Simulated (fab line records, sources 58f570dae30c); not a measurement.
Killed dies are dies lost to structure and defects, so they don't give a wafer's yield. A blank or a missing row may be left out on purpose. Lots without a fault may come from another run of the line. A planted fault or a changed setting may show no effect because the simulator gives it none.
Which tool did it? | flow berkeley_cmos170 | 6 lots, 18 wafers sampled, at 3 steps of a route of 331

WHAT THE GAUGES READ, wafer by wafer
UCB170_V2_THK_MEAS_01.
lot  | measured     | on            | V2_TEOS_THK (nm)
L163 | day 7 12:21  | film_metro-02 | 2039 2025 2024
L166 | day 8 14:30  | film_metro-03 | 2004 2004 2024
L168 | day 8 22:41  | film_metro-02 | 1944 1996 1973
L176 | day 10 13:53 | film_metro-02 | 2001 1949 2017
L179 | day 10 22:40 | film_metro-03 | 1965 1998 1981
L182 | day 11 21:20 | film_metro-04 | 1999 1994 2019

WHICH TOOL RAN EACH LOT (tool, then ch and the chambers of the sampled wafers, then the start)
lot  | UCB170_CONTACT_STRIP_06              | UCB170_M1_SPUTTER_00
L163 | plasma_asher-02 ch 0,1, day 6 22:20  | pvd_sputter-02, day 7 00:38
L166 | plasma_asher-01 ch 0,1, day 7 21:38  | pvd_sputter-04, day 7 23:35
L168 | plasma_asher-02 ch 0,1, day 8 03:35  | pvd_sputter-03, day 8 09:46
L176 | plasma_asher-02 ch 0,1, day 9 19:58  | pvd_sputter-03, day 9 23:53
L179 | plasma_asher-01 ch 0,1, day 10 07:06 | pvd_sputter-02, day 10 10:06
L182 | plasma_asher-02 ch 0,1, day 11 06:50 | pvd_sputter-02, day 11 08:44
- UCB170_CONTACT_STRIP_06: strips in O2.
- UCB170_M1_SPUTTER_00: material Al, target thk 600 nm, time 80 s.

THE ANSWER, worked out from the rows above alone
Rule: what is usual is taken from the lots themselves. Put in order of their means at a reading, lots are off if they are a third of the lots or fewer, leave a main group of 4 or more, and stand apart from it by a gap of 3 or more times the standard deviation of the main group's means; of several such gaps the widest counts. A main group whose means are all the same, to the digits that the tables above print for the reading, isn't used. A lot without any number at a reading at which 4 lots or more have one is off too. The other lots that the step has rows for count as sound.
No lot is off at any reading shown: from this, nothing can be told.

WHAT THE SIMULATOR HAD PUT IN
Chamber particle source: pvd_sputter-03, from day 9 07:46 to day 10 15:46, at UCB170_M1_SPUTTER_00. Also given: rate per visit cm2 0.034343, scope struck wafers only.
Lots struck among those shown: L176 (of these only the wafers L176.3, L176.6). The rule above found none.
